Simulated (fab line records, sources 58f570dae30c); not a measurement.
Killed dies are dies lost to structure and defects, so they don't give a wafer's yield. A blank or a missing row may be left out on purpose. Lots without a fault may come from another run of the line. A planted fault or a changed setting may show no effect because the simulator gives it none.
fab line records | flow berkeley_cmos170
record lots=7 wafers=21 last_day=12
route steps=331 shown NWELL@22 PWELL@34
lots that met no fault: from a run of the same line without faults
start_h: hours from the record's first day to the start of the lot's first wafer shown | wait_h: hours since the lot's step before | " the same as in the row above | L1.1+2: a row that stands for several wafers | - no value, or no start given | * or withheld: withheld | < > ~ a bound
route shown NAME@n: a module of which the file shows steps, and the number in the route of the first | usual: mean/standard deviation of fault-free wafers | same: alike in all rows | chamber/n: place in a boat | sites: the reading at each site | _std_site: their standard deviation | _edge_site: outer sites' mean less inner sites' | radius_mm: how far each site lies from the wafer's centre | mask NAME#n: copy n | behind: the tool/chamber that last shaped the wafer | hold: why the lot was held/for how many hours/how that ended | device: the transistor (n, p or np) that didn't switch | end of line: the same wafers' tests at the end of the route | a step without rows: its recipe alone | killed: dies lost to structure and defects at the first sort, not the wafer's yield | map: a wafer's dies, x killed, . not, _ none there
set.NAME: the setting as run; set.NAME@STEP: as run at that earlier step | model.NAME: the simulator's own value behind a step, which no gauge read
lots at some steps of the route; a table a step, a row a wafer
services: from which hour (start_h, from the record's first day; less than 0 if before it) a tool's chamber was out of use, for how many hours, and why
## steps
# step UCB170_NWELL_SOFTBAKE_08
# recipe resist=KrF temp_c=130 time_s=60
# step UCB170_NWELL_EXPOSE_09
# recipe mask_id=NWELL target_cd_nm=3000 na=0.5 sigma_outer=0.6 source_shape=conventional dose_mj=25
# step UCB170_NWELL_PEB_10
# recipe peb_temp_c=130 peb_time_s=withheld resist=KrF
# step UCB170_NWELL_DEVELOP_11
# recipe developer=TMAH develop_time_s=45 resist=KrF dev_temp_c=21
# step UCB170_NWELL_OVL_MEAS_12
# usual NWELL_OVL=4/4.9
# columns lot.wafer tool chamber start_h wait_h NWELL_OVL[nm]
L510.1 overlay-02 - 61.60 - 4
L510.3 " - " " -2
L510.6 " - " " -1
L521.1 overlay-01 - 111.23 - 5
L521.2 " - " " 3
L521.4 " - " " 4
L523.3 overlay-01 - 121.40 - 4
L523.4 " - " " 2
L523.6 " - " " 3
L522.1 overlay-01 - 121.66 - -5
L522.3 " - " " -7
L522.5 " - " " 1
L526.3 overlay-01 - 138.51 - 8
L526.5 " - " " 7
L526.6 " - " " 12
L527.2 overlay-01 - 138.89 - 1
L527.4 " - " " -1
L527.6 " - " " 5
L528.2 overlay-01 - 145.67 - -5
L528.4 " - " " 5
L528.6 " - " " -4
# step UCB170_NWELL_ETCH_13
# recipe chemistry=CH3F/Ar/O2 target=Si3N4 stop_on=SiO2 CH3F_flow_sccm=20 Ar_flow_sccm=50 O2_flow_sccm=7 pressure_mtorr=50 rf_w=450 target_depth_a=2464 over_etch_frac=0.1 time_s=154
# usual drypump_motor_current_A=5.8/0.42 oes_product_au=0.937/0.018 throttle_valve_pct=7.99/0.12
# columns lot.wafer tool chamber start_h wait_h drypump_motor_current_A oes_product_au rf_hours_counter_h throttle_valve_pct
L510.1 rie_diel-01 0 61.64 0.0 6.5 0.935 137 8.12
L510.3 " 1 " " 5.3 0.932 133 7.88
L510.6 " 3 " " 5.9 0.918 - 8.11
L521.1 rie_diel-01 3 111.26 0.0 6.0 0.919 74 8.12
L521.2 " 0 " " 6.5 0.926 140 8.11
L521.4 " 1 " " 5.3 0.936 136 7.89
L523.3 rie_diel-03 1 121.42 0.0 6.3 0.904 38 7.90
L523.4 " 0 " " 5.2 0.951 10 7.99
L523.6 " 0 " " 5.2 0.959 - 7.99
L522.1 rie_diel-02 1 121.69 0.0 5.5 0.940 144 8.01
L522.3 " 2 " " 5.4 0.937 101 8.22
L522.5 " 3 " " 5.6 0.938 - 7.93
L526.3 rie_diel-01 0 138.53 0.0 6.5 0.933 142 8.11
L526.5 " 0 " " 6.5 0.937 - 8.12
L526.6 " 1 " " 5.3 0.947 - 7.90
L527.2 rie_diel-03 0 138.92 0.0 5.2 0.948 12 7.98
L527.4 " 3 " " 5.6 0.936 117 8.07
L527.6 " 2 " " 6.0 0.974 - 7.88
L528.2 rie_diel-02 3 145.70 0.0 5.6 0.934 127 7.92
L528.4 " 3 " " 5.6 0.936 - 7.91
L528.6 " 0 " " 6.3 0.966 - 7.83
# step UCB170_NWELL_IMPLANT_14
# recipe species=P dose_cm2=1e+13 energy_kev=150 tilt_deg=7
# step UCB170_NWELL_STRIP_15
# recipe chemistry=O2 power_w=400 pressure_mtorr=3500 platen_temp_c=withheld o2_flow_sccm=400 overash_fraction=0.5
# usual drypump_motor_current_A=5.9/0.54 oes_product_au=0.721/0.0045 strip_time_to_endpoint_s=18.06/0.094
# columns lot.wafer tool chamber start_h wait_h drypump_motor_current_A oes_product_au rf_hours_counter_h strip_time_to_endpoint_s
L510.1 plasma_asher-02 0 61.89 0.1 6.2 0.712 26 18.05
L510.3 " 0 " " 6.2 0.715 - 18.10
L510.6 " 0 " " 6.2 0.721 - 18.16
L521.1 plasma_asher-03 1 111.52 0.1 6.0 0.714 36 18.20
L521.2 " 0 " " 6.6 0.726 36 17.98
L521.4 " 0 " " 6.6 0.722 - 18.07
L523.3 plasma_asher-03 1 121.71 0.1 6.0 0.715 - 18.13
L523.4 " 0 " " 6.6 0.721 - 18.16
L523.6 " 1 " " 6.0 0.725 - 18.25
L522.1 plasma_asher-02 0 121.95 0.1 6.2 0.720 0 17.99
L522.3 " 1 " " 5.0 0.725 - 18.10
L522.5 " 1 " " 5.0 0.719 - 18.00
L526.3 plasma_asher-03 1 138.82 0.1 6.0 0.715 - 17.97
L526.5 " 0 " " 6.6 0.724 - 17.96
L526.6 " 1 " " 6.0 0.717 - 18.08
L527.2 plasma_asher-02 0 139.18 0.1 6.2 0.727 3 18.16
L527.4 " 0 " " 6.2 0.714 - 18.09
L527.6 " 0 " " 6.2 0.723 - 17.94
L528.2 plasma_asher-01 1 145.96 0.1 5.9 0.719 43 18.06
L528.4 " 1 " " 5.9 0.720 - 18.08
L528.6 " 1 " " 5.9 0.724 - 18.12
# step UCB170_NWELL_TW_MEAS_16
# usual NWELL_TW=1253/7.1
# columns lot.wafer tool chamber start_h wait_h NWELL_TW
L510.1 film_metro-02 - 61.99 0.1 1245
L510.3 " - " " 1249
L510.6 " - " " 1257
L521.1 film_metro-03 - 111.62 0.1 1254
L521.2 " - " " 1248
L521.4 " - " " 1253
L523.3 film_metro-03 - 121.79 0.1 1257
L523.4 " - " " 1263
L523.6 " - " " 1263
L522.1 film_metro-01 - 122.05 0.1 1251
L522.3 " - " " 1249
L522.5 " - " " 1252
L526.3 film_metro-03 - 138.90 0.1 1257
L526.5 " - " " 1254
L526.6 " - " " 1261
L527.2 film_metro-02 - 139.29 0.1 1252
L527.4 " - " " 1249
L527.6 " - " " 1255
L528.2 film_metro-01 - 146.07 0.1 1258
L528.4 " - " " 1252
L528.6 " - " " 1250
# step UCB170_NWELL_CLEAN_17
# recipe chemistry=SPM temp_c=120 time_s=600
# step UCB170_NWELL_WET_ETCH_18
# recipe chemistry=H3PO4 target=Si3N4 temp_c=160 time_s=14400
# step UCB170_NWELL_WET_ETCH_19
# recipe chemistry=BOE dilution=5:1 target=SiO2 temp_c=25 time_s=22
# step UCB170_PWELL_CLEAN_00
# recipe chemistry=SPM temp_c=120 time_s=600
# usual bath_guard_temp_C=120.3/0.46 bath_heat_duty_pct=12.4/1.6
# columns lot.wafer tool chamber start_h wait_h bath_guard_temp_C bath_heat_duty_pct
L510.1 wet_bench-01 1 69.53 2.9 120.8 9.6
L510.3 " 1 " " 120.9 10.0
L510.6 " 1 " " 120.8 9.7
L521.1 wet_bench-02 2 116.24 0.0 - -
L521.2 " 2 " " - -
L521.4 " 2 " " - -
L522.1 wet_bench-02 3 129.44 0.0 - -
L522.3 " 3 " " - -
L522.5 " 3 " " - -
L523.3 wet_bench-02 1 129.44 0.0 - -
L523.4 " 1 " " - -
L523.6 " 1 " " - -
L526.3 wet_bench-04 3 143.68 0.1 118.9 13.5
L526.5 " 3 " " 119.6 12.1
L526.6 " 3 " " 119.2 13.0
L527.2 wet_bench-04 1 143.68 0.1 120.6 13.7
L527.4 " 1 " " 120.9 13.4
L527.6 " 1 " " 120.6 13.6
L528.2 wet_bench-02 0 150.69 0.0 119.8 12.1
L528.4 " 0 " " 119.8 12.4
L528.6 " 0 " " 119.9 11.9
# step UCB170_PWELL_CLEAN_01
# recipe chemistry=dHF dilution=25:1 time_s=60
## services
# columns tool chamber start_h hours kind
rie_diel-01 3 43.05 8.5 repair
rie_diel-03 3 51.62 12.0 repair
plasma_asher-03 - 52.84 0.8 repair
rie_diel-01 2 57.80 10.8 repair
rie_diel-01 - 80.16 0.2 repair
rie_diel-03 - 84.70 2.8 pm
rie_diel-02 - 86.75 2.8 pm
rie_diel-02 1 90.79 3.3 repair
rie_diel-03 2 99.23 5.2 repair
plasma_asher-02 - 108.75 9.0 pm
plasma_asher-02 0 108.75 9.0 vent_cycle
plasma_asher-02 1 108.75 9.0 vent_cycle
plasma_asher-02 0 117.75 - clean
plasma_asher-02 1 117.75 - clean
rie_diel-02 3 131.01 3.2 repair
rie_diel-02 1 136.36 3.6 repair
rie_diel-01 3 138.69 11.9 repair
plasma_asher-03 - 141.58 3.5 repair
rie_diel-02 2 142.66 5.8 repair
## key
first_sign step=UCB170_PWELL_CLEAN_00 reading=tool_record direction=missing
effect none on later readings
met_at UCB170_PWELL_CLEAN_00
struck_wafers L521.1,L521.2,L521.4,L522.1,L522.3,L522.5,L523.3,L523.4,L523.6
sort_left_out L521.1,L521.2,L521.4,L522.1,L522.3,L522.5,L523.3,L523.4,L523.6
tester_left_out L521,L522,L523
fault kind=skipped_step_whole tool=wet_bench-02 chamber=- onset_h=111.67 steps=UCB170_PWELL_CLEAN_00 scope=struck_lots_only
# tester_left_out: of these lots the tester's yield and bins aren't shown, on N5 and GAA mostly nor the transistor test; their killed dies are dies lost to structure and defects alone, not to doping, threshold or leakage, so they don't give the yield
# sort_left_out: the simulated sort isn't trusted on such a fault, so these wafers' sort isn't shown, and their yield isn't known
